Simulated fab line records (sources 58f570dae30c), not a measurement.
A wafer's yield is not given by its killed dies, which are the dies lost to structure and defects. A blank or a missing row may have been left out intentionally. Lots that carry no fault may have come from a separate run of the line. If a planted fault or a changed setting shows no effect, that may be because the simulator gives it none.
The same fault as seen by 2 desks -- flow berkeley cmos170 -- what lay behind the numbers comes last; until then each desk has only its own

## THE TOOL OWNER'S DESK: pvd sputter-04
The tool's own readings at UCB170_M1_SPUTTER_00 (material Al, target thk 600 nm, time 80 s): means of the sampled wafers that have a number, for each lot that ran on this tool. Any lot whose mean is over 4 standard deviations away from the usual mean is out of limits and marked OUT; that distance is given in the brackets.
Columns: A = throttle valve pct at UCB170_M1_SPUTTER_00, usual 30.0 %
lot,first seen here,A
L351,day 8 16:04,31.2
L360,day 10 12:04,31.4
L363,day 11 07:27,30.8
L362,day 11 09:25,30.9
L367,day 11 22:31,31.2
L369,day 12 15:08,30.7
This desk's verdict: no lot among the 6 shows anything out of limits.

## THE METROLOGY DESK
Means of the sampled wafers that have a number, per lot and without regard to the tool the lot ran on: this is what the gauges read. Any lot whose mean is over 4 standard deviations away from the usual mean is out of limits and marked OUT; that distance is given in the brackets.
Columns: A = M1_AL_RS at UCB170_M1_RS_MEAS_01, usual 0.0487 ohm/sq; B = M1_AL_THK at UCB170_M1_THK_MEAS_02, usual 602 nm; C = V1_POLISHED_THK at UCB170_V1_THK_MEAS_04, usual 1000.1 nm
lot,first seen here,A,B,C
L348,day 8 07:48,0.0489,604,1000.9
L351,day 8 16:07,0.0484,607,1001.4
L350,day 8 16:58,0.0483,604,1001.7
L353,day 9 11:15,0.0494,595,998.1
L355,day 9 11:34,0.0489,601,1001.3
L359,day 9 22:09,0.0485,604,1001.0
L357,day 9 22:20,0.0492,594,999.8
L360,day 10 12:10,0.0485,611,1000.5
L363,day 11 07:34,0.0491,595,1000.6
L364,day 11 07:55,0.0486,602,1000.2
L361,day 11 08:23,0.0479,608,1000.6
L362,day 11 09:29,0.0594 (+22) OUT,514 (-13) OUT,999.1
L366,day 11 21:54,0.0488,605,998.5
L367,day 11 22:37,0.0601 (+23) OUT,514 (-13) OUT,999.3
L369,day 12 15:11,0.0604 (+24) OUT,508 (-14) OUT,1000.0
Finding of this desk: L362, L367, L369 out of limits, first seen on L362 at day 11 09:29 (M1_AL_RS at UCB170_M1_RS_MEAS_01). L348, L351, L350, L353, L355, L359, L357, L360, L363, L364, L361, L366: within limits.

## ALL TOGETHER
The metrology desk could have raised an alarm at day 11 09:29, on L362, L367, L369.
The desk of the tool owner found nothing out of limits.
The tool owner's desk has L362, L367, L369 on record, within its limits.
On pvd sputter-04, each named lot ran UCB170_M1_SPUTTER_00.

## WHAT THE SIMULATOR PUT IN
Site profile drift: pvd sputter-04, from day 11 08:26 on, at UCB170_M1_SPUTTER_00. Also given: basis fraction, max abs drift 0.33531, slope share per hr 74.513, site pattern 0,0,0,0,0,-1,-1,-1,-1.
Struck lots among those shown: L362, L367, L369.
Time in hours between the start of the fault and the first out-of-limits reading at each desk: metrology desk, 1.
